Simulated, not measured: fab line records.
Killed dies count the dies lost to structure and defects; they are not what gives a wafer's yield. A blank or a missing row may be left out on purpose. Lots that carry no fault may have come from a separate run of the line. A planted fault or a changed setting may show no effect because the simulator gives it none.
fab line records	flow ritCmos
[record] lots = 12	wafers = 36	lastDay = 7
route steps=202 shown ACTIVE@1 NWELL@38 PWELL@42 FOX2@80 M1@202
lots with no fault: from the same line, run without faults
startH: the number of hours between the record's first day and the start of the first shown wafer of the lot	waitH: hours elapsed since this lot's preceding step	" the same as in the row above	L1.1+2: several wafers, shown together as one row	- no value present, or no start provided	* or withheld: withheld	< > ~ a bound
route shown NAME@n: names a module that has steps shown in the file, with the first one's number in the route	usual: the fault-free wafers' mean and standard deviation	same: alike in all rows	chamber/n: place in a boat	sites: per-site readings	_std_site: standard deviation of those values	_edge_site: mean of outer sites minus mean of inner sites	radiusMm: for every site, how far away it sits from the centre of the wafer	mask NAME#n: copy n	behind: the tool/chamber that last shaped the wafer	hold: reason for holding the lot/hours on hold/outcome of the hold	device: the n, p or np transistor that did not switch	end of line: the tests these same wafers got at the end of their route	a step with no rows: only its recipe	killed: dies lost to structure and defects at the first sort, not the wafer's yield	map: the dies of a wafer, with x for killed, . for not killed, _ for no die there
set.NAME: setting as actually run; set.NAME@STEP: the setting as run at that earlier step	model.NAME: the simulator's own value behind a step, which no gauge read
steps of the route over a sample of lots; a table a step, a row a wafer
services: the hour from which a tool's chamber was out of use, counted from the record's first day as startH (under 0 if before that day), plus the number of hours and why
[[steps]]
[step RIT_ACTIVE_BOW_MEAS_00]
[recipe] mode = bow
[usual] INCOMING_BOW = 0/7.5
lot.wafer	tool	chamber	startH	waitH	INCOMING_BOW[um]
L374.2	filmMetro-02	-	10.02	-	-14
L374.4	"	-	"	"	-9
L374.5	"	-	"	"	-4
L375.2	filmMetro-04	-	15.02	-	9
L375.4	"	-	"	"	14
L375.5	"	-	"	"	2
L376.2	filmMetro-04	-	20.02	-	-3
L376.3	"	-	"	"	-2
L376.5	"	-	"	"	-9
L377.1	filmMetro-04	-	25.00	-	1
L377.3	"	-	"	"	-12
L377.4	"	-	"	"	-1
L378.1	filmMetro-04	-	30.00	-	5
L378.5	"	-	"	"	0
L378.6	"	-	"	"	10
L380.1	filmMetro-01	-	40.00	-	5
L380.2	"	-	"	"	8
L380.3	"	-	"	"	-4
L384.1	filmMetro-02	-	60.00	-	-5
L384.4	"	-	"	"	-4
L384.5	"	-	"	"	-7
L386.2	filmMetro-02	-	70.02	-	-26
L386.4	"	-	"	"	5
L386.6	"	-	"	"	-5
L388.1	filmMetro-01	-	80.00	-	-7
L388.2	"	-	"	"	-1
L388.5	"	-	"	"	7
L392.1	filmMetro-01	-	100.00	-	-9
L392.2	"	-	"	"	-7
L392.5	"	-	"	"	5
L393.1	filmMetro-04	-	105.00	-	-4
L393.3	"	-	"	"	18
L393.5	"	-	"	"	16
L396.2	filmMetro-02	-	120.02	-	-11
L396.3	"	-	"	"	-1
L396.6	"	-	"	"	0
[step RIT_NWELL_TW_MEAS_10]
[usual] NWELL_TW = 2160/18
lot.wafer	tool	chamber	startH	waitH	NWELL_TW
L374.2	filmMetro-03	-	20.97	0.1	2145
L374.4	"	-	"	"	2146
L374.5	"	-	"	"	2147
L375.2	filmMetro-01	-	26.35	0.1	2170
L375.4	"	-	"	"	2179
L375.5	"	-	"	"	2184
L376.2	filmMetro-01	-	31.67	0.1	2170
L376.3	"	-	"	"	2178
L376.5	"	-	"	"	2189
L377.1	filmMetro-01	-	36.18	0.1	2173
L377.3	"	-	"	"	2187
L377.4	"	-	"	"	2170
L378.1	filmMetro-01	-	41.23	0.1	2177
L378.5	"	-	"	"	2181
L378.6	"	-	"	"	2175
L380.1	filmMetro-04	-	50.79	0.1	2164
L380.2	"	-	"	"	2155
L380.3	"	-	"	"	2172
L384.1	filmMetro-01	-	72.43	0.1	2178
L384.4	"	-	"	"	2172
L384.5	"	-	"	"	2181
L386.2	filmMetro-03	-	82.05	0.1	2143
L386.4	"	-	"	"	2149
L386.6	"	-	"	"	2149
L388.1	filmMetro-01	-	92.55	0.1	2175
L388.2	"	-	"	"	2170
L388.5	"	-	"	"	2181
L392.1	filmMetro-04	-	115.47	0.1	2176
L392.2	"	-	"	"	2183
L392.5	"	-	"	"	2181
L393.1	filmMetro-04	-	122.49	0.1	2153
L393.3	"	-	"	"	2155
L393.5	"	-	"	"	2150
L396.2	filmMetro-04	-	134.74	0.1	2158
L396.3	"	-	"	"	2157
L396.6	"	-	"	"	2166
[step RIT_PWELL_EXPOSE_03]
[recipe] maskId = M3	na = 0.57	targetCdNm = 43700	doseMj = 250
lot.wafer	tool	chamber	startH	waitH	mask
L374.2+4+5	ilineStepper-02	0	21.49	0.1	M3#0
L375.2+4+5	ilineStepper-01	0	27.07	0.2	M3#0
L376.2+3+5	ilineStepper-02	0	32.31	0.2	M3#0
L377.1+3+4	ilineStepper-02	0	36.69	0.1	M3#0
L378.1+5+6	ilineStepper-01	0	41.99	0.2	M3#0
L380.1+2+3	ilineStepper-02	0	51.43	0.2	M3#0
L384.1+4+5	ilineStepper-02	0	73.06	0.2	M3#0
L386.2+4+6	ilineStepper-01	0	82.64	0.2	M3#0
L388.1+2+5	ilineStepper-01	0	93.18	0.2	M3#0
L392.1+2+5	ilineStepper-01	0	116.11	0.2	M3#0
L393.1+3+5	ilineStepper-01	0	123.00	0.1	M3#0
L396.2+3+6	ilineStepper-01	0	135.38	0.2	M3#0
[step RIT_PWELL_OVL_MEAS_06]
[usual] PWELL_OVL = 0.5/1.3
lot.wafer	tool	chamber	startH	waitH	PWELL_OVL[nm]
L374.2	overlay-01	-	21.94	-	0.6
L374.4	"	-	"	"	0.6
L374.5	"	-	"	"	-0.9
L375.2	overlay-01	-	27.49	-	2.5
L375.4	"	-	"	"	1.2
L375.5	"	-	"	"	1.6
L376.2	overlay-01	-	32.73	-	-1.6
L376.3	"	-	"	"	-1.3
L376.5	"	-	"	"	0.8
L377.1	overlay-01	-	37.12	-	419.6
L377.3	"	-	"	"	419.0
L377.4	"	-	"	"	418.2
L378.1	overlay-01	-	42.42	-	1.2
L378.5	"	-	"	"	0.2
L378.6	"	-	"	"	0.3
L380.1	overlay-01	-	51.86	-	419.0
L380.2	"	-	"	"	420.8
L380.3	"	-	"	"	419.1
L384.1	overlay-01	-	73.49	-	420.0
L384.4	"	-	"	"	417.9
L384.5	"	-	"	"	419.3
L386.2	overlay-02	-	83.05	-	2.0
L386.4	"	-	"	"	2.2
L386.6	"	-	"	"	1.1
L388.1	overlay-01	-	93.61	-	1.9
L388.2	"	-	"	"	1.1
L388.5	"	-	"	"	0.0
L392.1	overlay-01	-	116.54	-	2.9
L392.2	"	-	"	"	1.9
L392.5	"	-	"	"	1.7
L393.1	overlay-01	-	123.43	-	-1.5
L393.3	"	-	"	"	-1.0
L393.5	"	-	"	"	0.3
L396.2	overlay-01	-	135.80	-	3.0
L396.3	"	-	"	"	0.6
L396.6	"	-	"	"	2.7
[step RIT_FOX2_THK_MEAS_91]
[recipe] reads = SiO2_of_FOX2_OXIDATION_00
[usual] FIELD_OXIDE_LEFT_2_THK = 254/7.5
lot.wafer	tool	chamber	startH	waitH	FIELD_OXIDE_LEFT_2_THK[nm]
L374.2	filmMetro-03	-	31.73	0.0	249
L374.4	"	-	"	"	252
L374.5	"	-	"	"	264
L375.2	filmMetro-03	-	37.36	0.0	261
L375.4	"	-	"	"	266
L375.5	"	-	"	"	264
L376.2	filmMetro-03	-	42.64	0.0	253
L376.3	"	-	"	"	251
L376.5	"	-	"	"	252
L377.1	filmMetro-03	-	47.58	0.0	261
L377.3	"	-	"	"	259
L377.4	"	-	"	"	254
L378.1	filmMetro-03	-	52.06	0.0	257
L378.5	"	-	"	"	255
L378.6	"	-	"	"	252
L380.1	filmMetro-01	-	61.93	0.0	259
L380.2	"	-	"	"	256
L380.3	"	-	"	"	258
L384.1	filmMetro-03	-	83.59	0.0	245
L384.4	"	-	"	"	238
L384.5	"	-	"	"	236
L386.2	filmMetro-03	-	93.70	0.0	239
L386.4	"	-	"	"	242
L386.6	"	-	"	"	237
L388.1	filmMetro-03	-	103.99	0.0	254
L388.2	"	-	"	"	252
L388.5	"	-	"	"	260
L392.1	filmMetro-02	-	128.42	0.0	269
L392.2	"	-	"	"	267
L392.5	"	-	"	"	270
L393.1	filmMetro-02	-	133.40	0.0	261
L393.3	"	-	"	"	256
L393.5	"	-	"	"	260
L396.2	filmMetro-03	-	146.17	0.0	251
L396.3	"	-	"	"	250
L396.6	"	-	"	"	254
[step RIT_M1_PROBE_99]
[usual] killedAtContacts = 0.1/0.31	killedAtFrontEnd = 7.1/2.8	killedDies = 7.2/2.8	killedOpen = 3.5/2	killedShort = 3.7/1.9
[same] grossDies = 264	killed_at_M0_to_M3 = 0	killed_at_M4_up = 0	killedAtBackSide = 0	killedAtOther = 0
lot.wafer	tool	chamber	startH	waitH	killedAtContacts	killedAtFrontEnd	killedDies	killedOpen	killedShort
L386.2	prober-01	-	120.52	0.1	0	8	8	5	3
L386.4	prober-01	-	120.62	0.2	0	5	5	4	0
L386.6	prober-01	-	120.72	0.2	0	9	9	6	3
L388.1	prober-01	-	135.51	0.1	0	7	7	4	3
L388.2	prober-01	-	135.56	0.1	0	4	4	3	1
L388.5	prober-01	-	135.71	0.2	0	10	10	7	3
L392.1	prober-01	-	159.17	0.1	0	7	7	5	2
L392.2	prober-01	-	159.22	0.1	0	5	5	3	2
L392.5	prober-01	-	159.37	0.2	1	7	8	5	3
// killed by level:class
L386.2 GATE:geometricParticle:open=2 SPACER:geometricParticle:short=2 SPACER:geometricParticle:open=2 FOX1:geometricParticle:open=1 GATE:geometricParticle:short=1
L386.4 GATE:geometricParticle:open=2 FOX1:geometricParticle:open=1 FOX2:geometricParticle:open=1 NRETRO:coatMicrobubblePrinted=1
L386.6 SPACER:geometricParticle:open=2 FOX1:geometricParticle:short=1 FOX1:geometricParticle:open=1 FOX2:geometricParticle:short=1 GATE:geometricParticle:open=1 GATE:geometricParticle:short=1 REOX:geometricParticle:open=1 SILICIDE:geometricParticle:open=1
L388.1 GATE:geometricParticle:open=3 GATE:geometricParticle:short=3 SILICIDE:geometricParticle:open=1
L388.2 SPACER:geometricParticle:open=2 FOX1:geometricParticle:open=1 FOX2:geometricParticle:short=1
L388.5 GATE:geometricParticle:open=4 GATE:geometricParticle:short=2 REOX:geometricParticle:open=1 SPACER:geometricParticle:open=1 SILICIDE:geometricParticle:short=1 SILICIDE:geometricParticle:open=1
L392.1 GATE:geometricParticle:open=3 FOX1:geometricParticle:open=1 GATE:geometricParticle:short=1 SPACER:geometricParticle:short=1 SPACER:geometricParticle:open=1
L392.2 GATE:geometricParticle:open=3 FOX2:geometricParticle:short=1 GATE:geometricParticle:short=1
L392.5 FOX1:geometricParticle:open=2 REOX:geometricParticle:open=2 GATE:geometricParticle:short=1 GATE:geometricParticle:open=1 SPACER:geometricParticle:short=1 CONTACT:geometricParticle:short=1
[[services]]
tool	chamber	startH	hours	kind
ilineStepper-02	-	27.27	4.4	pm
ilineStepper-01	0	43.46	-	calibration
[[key]]
[firstSign] step = RIT_PWELL_OVL_MEAS_06	reading = PWELL_OVL	direction = up	sigmas = 99+	usual = 0.5	struck = 419.2
effect none on later readings
metAt RIT_PWELL_EXPOSE_03
struckLots L377,L380,L384
testerLeftOut L377,L380,L384
notActingAt RIT_ACTIVE_BOW_MEAS_00,RIT_NWELL_TW_MEAS_10,RIT_FOX2_THK_MEAS_91
onsetBetween 32.31 36.69
[fault] kind = scannerMatchingOverlay	tool = ilineStepper-02	chamber = -	onsetH = 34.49	steps = RIT_PWELL_EXPOSE_03	offset = 420
// testerLeftOut: of these lots the tester's yield and bins aren't shown, on N5 and GAA mostly nor the transistor test; their killed dies are dies lost to structure and defects alone, not to doping, threshold or leakage, so they don't give the yield
